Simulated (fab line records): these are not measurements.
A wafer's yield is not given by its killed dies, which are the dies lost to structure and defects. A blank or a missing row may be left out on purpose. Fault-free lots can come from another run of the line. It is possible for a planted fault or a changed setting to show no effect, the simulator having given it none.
The tool behind it: which one? || flow ritCmos || 14 lots with 42 wafers sampled at 5 steps, on a route of 202 steps

== WHAT THE GAUGES READ, wafer by wafer ==
RIT_NSD_TW_MEAS_10.
{"lot": "L909", "measured": "day 3 04:28", "on": "filmMetro-04", "NSD_TW": "3048 3060 3064"}
{"lot": "L912", "measured": "day 3 16:13", "on": "filmMetro-03", "NSD_TW": "3158 3162 3172"}
{"lot": "L913", "measured": "day 3 22:04", "on": "filmMetro-03", "NSD_TW": "3130 3162 3154"}
{"lot": "L915", "measured": "day 4 08:27", "on": "filmMetro-03", "NSD_TW": "3151 3155 3156"}
{"lot": "L916", "measured": "day 4 15:59", "on": "filmMetro-03", "NSD_TW": "3172 3151 3154"}
{"lot": "L917", "measured": "day 4 19:35", "on": "filmMetro-01", "NSD_TW": "3156 3167 3166"}
{"lot": "L918", "measured": "day 5 01:21", "on": "filmMetro-01", "NSD_TW": "3542 3538 3545"}
{"lot": "L920", "measured": "day 5 14:32", "on": "filmMetro-03", "NSD_TW": "3159 3144 3147"}
{"lot": "L921", "measured": "day 5 16:35", "on": "filmMetro-01", "NSD_TW": "3526 3534 3556"}
{"lot": "L926", "measured": "day 6 18:44", "on": "filmMetro-01", "NSD_TW": "3161 3151 3160"}
{"lot": "L927", "measured": "day 6 22:55", "on": "filmMetro-03", "NSD_TW": "3155 3153 3167"}
{"lot": "L928", "measured": "day 7 00:44", "on": "filmMetro-03", "NSD_TW": "3152 3150 3166"}
{"lot": "L929", "measured": "day 7 08:49", "on": "filmMetro-01", "NSD_TW": "3168 3183 3189"}
{"lot": "L932", "measured": "day 7 21:48", "on": "filmMetro-03", "NSD_TW": "3142 3163 3144"}

RIT_PSD_TW_MEAS_10.
{"lot": "L909", "measured": "day 3 05:53", "on": "filmMetro-01", "PSD_TW": "3475 3472 3476"}
{"lot": "L912", "measured": "day 3 17:38", "on": "filmMetro-03", "PSD_TW": "3458 3438 3430"}
{"lot": "L913", "measured": "day 3 23:37", "on": "filmMetro-01", "PSD_TW": "3471 3473 3467"}
{"lot": "L915", "measured": "day 4 10:11", "on": "filmMetro-04", "PSD_TW": "3356 3376 3362"}
{"lot": "L916", "measured": "day 4 17:25", "on": "filmMetro-04", "PSD_TW": "3347 3350 3348"}
{"lot": "L917", "measured": "day 4 21:01", "on": "filmMetro-03", "PSD_TW": "3466 3457 3463"}
{"lot": "L918", "measured": "day 5 02:58", "on": "filmMetro-04", "PSD_TW": "3346 3332 3357"}
{"lot": "L920", "measured": "day 5 16:05", "on": "filmMetro-01", "PSD_TW": "3482 3472 3494"}
{"lot": "L921", "measured": "day 5 18:11", "on": "filmMetro-04", "PSD_TW": "3362 3354 3355"}
{"lot": "L926", "measured": "day 6 20:10", "on": "filmMetro-01", "PSD_TW": "3457 3456 3472"}
{"lot": "L927", "measured": "day 7 00:20", "on": "filmMetro-04", "PSD_TW": "3352 3336 3346"}
{"lot": "L928", "measured": "day 7 02:17", "on": "filmMetro-01", "PSD_TW": "3470 3479 3481"}
{"lot": "L929", "measured": "day 7 10:14", "on": "filmMetro-01", "PSD_TW": "3490 3471 3488"}
{"lot": "L932", "measured": "day 7 23:13", "on": "filmMetro-04", "PSD_TW": "3345 3353 3364"}

RIT_SDANNEAL_RS_MEAS_05: measures by four-point-probe.
{"lot": "L909", "measured": "day 3 06:32", "on": "filmMetro-04", "NSD_RS (ohm/sq)": "84.5 84.4 84.6"}
{"lot": "L912", "measured": "day 3 18:15", "on": "filmMetro-01", "NSD_RS (ohm/sq)": "84.0 84.2 84.4"}
{"lot": "L913", "measured": "day 4 00:13", "on": "filmMetro-01", "NSD_RS (ohm/sq)": "84.1 84.5 84.3"}
{"lot": "L915", "measured": "day 4 10:47", "on": "filmMetro-04", "NSD_RS (ohm/sq)": "84.5 84.7 84.8"}
{"lot": "L916", "measured": "day 4 18:01", "on": "filmMetro-03", "NSD_RS (ohm/sq)": "84.6 84.3 84.2"}
{"lot": "L917", "measured": "day 4 21:40", "on": "filmMetro-03", "NSD_RS (ohm/sq)": "84.4 84.5 84.7"}
{"lot": "L918", "measured": "day 5 03:34", "on": "filmMetro-03", "NSD_RS (ohm/sq)": "54.3 54.2 54.1"}
{"lot": "L920", "measured": "day 5 16:41", "on": "filmMetro-04", "NSD_RS (ohm/sq)": "84.9 84.8 85.2"}
{"lot": "L921", "measured": "day 5 19:01", "on": "filmMetro-04", "NSD_RS (ohm/sq)": "54.2 54.4 54.3"}
{"lot": "L926", "measured": "day 6 20:47", "on": "filmMetro-04", "NSD_RS (ohm/sq)": "84.8 84.5 84.6"}
{"lot": "L927", "measured": "day 7 00:59", "on": "filmMetro-04", "NSD_RS (ohm/sq)": "84.7 84.9 84.8"}
{"lot": "L928", "measured": "day 7 02:56", "on": "filmMetro-04", "NSD_RS (ohm/sq)": "84.8 85.1 85.0"}
{"lot": "L929", "measured": "day 7 10:51", "on": "filmMetro-04", "NSD_RS (ohm/sq)": "84.7 84.6 84.3"}
{"lot": "L932", "measured": "day 7 23:53", "on": "filmMetro-01", "NSD_RS (ohm/sq)": "84.7 84.7 84.4"}

== WHAT TOOL EACH LOT RAN ON (gives the tool, then ch and the chambers of the sampled wafers, and finally the start) ==
{"lot": "L909", "RIT_PWELL_STRIP_09": "plasmaAsher-03 ch 0,1, day 2 00:33", "RIT_NSD_IMPLANT_08": "implanter-01 ch 0, day 3 04:08"}
{"lot": "L912", "RIT_PWELL_STRIP_09": "plasmaAsher-01 ch 0,1, day 2 15:08", "RIT_NSD_IMPLANT_08": "implanter-03 ch 0, day 3 15:55"}
{"lot": "L913", "RIT_PWELL_STRIP_09": "plasmaAsher-01 ch 0,1, day 2 19:47", "RIT_NSD_IMPLANT_08": "implanter-01 ch 0, day 3 21:44"}
{"lot": "L915", "RIT_PWELL_STRIP_09": "plasmaAsher-03 ch 0,1, day 3 05:53", "RIT_NSD_IMPLANT_08": "implanter-02 ch 0, day 4 08:07"}
{"lot": "L916", "RIT_PWELL_STRIP_09": "plasmaAsher-01 ch 0,1, day 3 11:13", "RIT_NSD_IMPLANT_08": "implanter-02 ch 0, day 4 15:40"}
{"lot": "L917", "RIT_PWELL_STRIP_09": "plasmaAsher-03 ch 1, day 3 15:58", "RIT_NSD_IMPLANT_08": "implanter-01 ch 0, day 4 19:17"}
{"lot": "L918", "RIT_PWELL_STRIP_09": "plasmaAsher-01 ch 0,1, day 3 22:05", "RIT_NSD_IMPLANT_08": "implanter-02 ch 0, day 5 01:01"}
{"lot": "L920", "RIT_PWELL_STRIP_09": "plasmaAsher-01 ch 0,1, day 4 10:45", "RIT_NSD_IMPLANT_08": "implanter-01 ch 0, day 5 14:13"}
{"lot": "L921", "RIT_PWELL_STRIP_09": "plasmaAsher-04 ch 0,1, day 4 11:36", "RIT_NSD_IMPLANT_08": "implanter-02 ch 0, day 5 16:17"}
{"lot": "L926", "RIT_PWELL_STRIP_09": "plasmaAsher-04 ch 0,1, day 5 14:21", "RIT_NSD_IMPLANT_08": "implanter-03 ch 0, day 6 18:26"}
{"lot": "L927", "RIT_PWELL_STRIP_09": "plasmaAsher-03 ch 0,1, day 5 20:50", "RIT_NSD_IMPLANT_08": "implanter-03 ch 0, day 6 22:37"}
{"lot": "L928", "RIT_PWELL_STRIP_09": "plasmaAsher-01 ch 0,1, day 5 23:03", "RIT_NSD_IMPLANT_08": "implanter-01 ch 0, day 7 00:27"}
{"lot": "L929", "RIT_PWELL_STRIP_09": "plasmaAsher-01 ch 0,1, day 6 03:06", "RIT_NSD_IMPLANT_08": "implanter-01 ch 0, day 7 08:30"}
{"lot": "L932", "RIT_PWELL_STRIP_09": "plasmaAsher-04 ch 0,1, day 6 18:18", "RIT_NSD_IMPLANT_08": "implanter-01 ch 0, day 7 21:31"}
- RIT_PWELL_STRIP_09: strips in O2, time 180 s.
- RIT_NSD_IMPLANT_08

== WHAT THE TOOLS THEMSELVES READ (means of the sampled wafers that have a number; where no wafer has one, the mark that the record gives instead) ==
RIT_PWELL_STRIP_09.
{"lot": "L909", "tool": "plasmaAsher-03", "drypumpMotorCurrentA (A)": 5.47}
{"lot": "L912", "tool": "plasmaAsher-01", "drypumpMotorCurrentA (A)": 5.43}
{"lot": "L913", "tool": "plasmaAsher-01", "drypumpMotorCurrentA (A)": 5.46}
{"lot": "L915", "tool": "plasmaAsher-03", "drypumpMotorCurrentA (A)": 5.45}
{"lot": "L916", "tool": "plasmaAsher-01", "drypumpMotorCurrentA (A)": 5.42}
{"lot": "L917", "tool": "plasmaAsher-03", "drypumpMotorCurrentA (A)": 5.33}
{"lot": "L918", "tool": "plasmaAsher-01", "drypumpMotorCurrentA (A)": 5.43}
{"lot": "L920", "tool": "plasmaAsher-01", "drypumpMotorCurrentA (A)": 5.43}
{"lot": "L921", "tool": "plasmaAsher-04", "drypumpMotorCurrentA (A)": 5.60}
{"lot": "L926", "tool": "plasmaAsher-04", "drypumpMotorCurrentA (A)": 5.55}
{"lot": "L927", "tool": "plasmaAsher-03", "drypumpMotorCurrentA (A)": 5.40}
{"lot": "L928", "tool": "plasmaAsher-01", "drypumpMotorCurrentA (A)": 5.45}
{"lot": "L929", "tool": "plasmaAsher-01", "drypumpMotorCurrentA (A)": 5.45}
{"lot": "L932", "tool": "plasmaAsher-04", "drypumpMotorCurrentA (A)": 5.56}

RIT_NSD_IMPLANT_08.
{"lot": "L909", "tool": "implanter-01", "doseIonsCm2": 1.0003e+15, "endStationPressureTorr (Torr)": 7.7e-06, "faradayCurrentUA": 3108}
{"lot": "L912", "tool": "implanter-03", "doseIonsCm2": 9.9957e+14, "endStationPressureTorr (Torr)": 7.8e-06, "faradayCurrentUA": 3099}
{"lot": "L913", "tool": "implanter-01", "doseIonsCm2": 9.9953e+14, "endStationPressureTorr (Torr)": 7.5e-06, "faradayCurrentUA": 3095}
{"lot": "L915", "tool": "implanter-02", "doseIonsCm2": 9.9987e+14, "endStationPressureTorr (Torr)": 7.2e-06, "faradayCurrentUA": 3146}
{"lot": "L916", "tool": "implanter-02", "doseIonsCm2": 9.9790e+14, "endStationPressureTorr (Torr)": 7.2e-06, "faradayCurrentUA": 3188}
{"lot": "L917", "tool": "implanter-01", "doseIonsCm2": 1.0005e+15, "endStationPressureTorr (Torr)": 7.8e-06, "faradayCurrentUA": 3222}
{"lot": "L918", "tool": "implanter-02", "doseIonsCm2": 1.8610e+15, "endStationPressureTorr (Torr)": 1.0e-05, "faradayCurrentUA": 5801}
{"lot": "L920", "tool": "implanter-01", "doseIonsCm2": 1.0001e+15, "endStationPressureTorr (Torr)": 7.3e-06, "faradayCurrentUA": 3105}
{"lot": "L921", "tool": "implanter-02", "doseIonsCm2": 1.8594e+15, "endStationPressureTorr (Torr)": 9.3e-06, "faradayCurrentUA": 5785}
{"lot": "L926", "tool": "implanter-03", "doseIonsCm2": 1.0006e+15, "endStationPressureTorr (Torr)": 7.7e-06, "faradayCurrentUA": 3116}
{"lot": "L927", "tool": "implanter-03", "doseIonsCm2": 1.0001e+15, "endStationPressureTorr (Torr)": 7.5e-06, "faradayCurrentUA": 3097}
{"lot": "L928", "tool": "implanter-01", "doseIonsCm2": 9.9983e+14, "endStationPressureTorr (Torr)": 7.7e-06, "faradayCurrentUA": 3105}
{"lot": "L929", "tool": "implanter-01", "doseIonsCm2": 1.0005e+15, "endStationPressureTorr (Torr)": 7.9e-06, "faradayCurrentUA": 3099}
{"lot": "L932", "tool": "implanter-01", "doseIonsCm2": 1.0007e+15, "endStationPressureTorr (Torr)": 7.5e-06, "faradayCurrentUA": 3140}

== THE ANSWER, worked out from the rows above alone ==
Rule: the usual values come from the lots themselves. The widest of any qualifying gaps counts: lots, ordered by their means at a reading, are off when they make up no more than a third of the lots, leave a main group of 4 or more, and stand apart from it by 3 or more times the standard deviation of that group's means. A main group is skipped when, at the precision printed for the reading in the tables above, its means are all equal. Also off: a lot with no number at a reading for which 4 or more lots have one. Any other lot the step has rows for is counted as sound. First the gauges in route order, then the tools' own readings, where a lot's mean is used as printed above. The first step at which some lot is off is used, and at that step the reading that is off furthest; a lot without a number counts as furthest.
Off: L918, L921, seen at RIT_NSD_TW_MEAS_10 (NSD_TW). Mean 3150 and standard deviation 29 in the main group.
A tool fits if, at a process step before that reading, it ran every lot that is off, and no sound lot after the first of them. The gauges at RIT_NSD_TW_MEAS_10 aren't tried: what is off there is off at RIT_SDANNEAL_RS_MEAS_05 too, on other tools, and a gauge's error can't cause that. One fits: implanter-02 at RIT_NSD_IMPLANT_08. A fault onset in the window from L916 (day 4 15:40, its last sound lot) to L918 (day 5 01:01, its first lot off) fits.
The tool's own readings at RIT_NSD_IMPLANT_08 bear it out: on the lots that are off they differ by more than 5 times the standard deviation of the sound lots' means. doseIonsCm2 reads 1.8602e+15 there against 9.9996e+14 on the sound lots; endStationPressureTorr reads 9.7e-06 Torr there against 7.6e-06 Torr on the sound lots; faradayCurrentUA reads 5793 there against 3127 on the sound lots.

== WHAT THE SIMULATOR PUT IN ==
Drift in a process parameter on implanter-02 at RIT_NSD_IMPLANT_08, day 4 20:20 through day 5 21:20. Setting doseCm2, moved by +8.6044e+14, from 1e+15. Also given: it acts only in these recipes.
Struck lots among those shown: L918, L921. The rule above found the same.
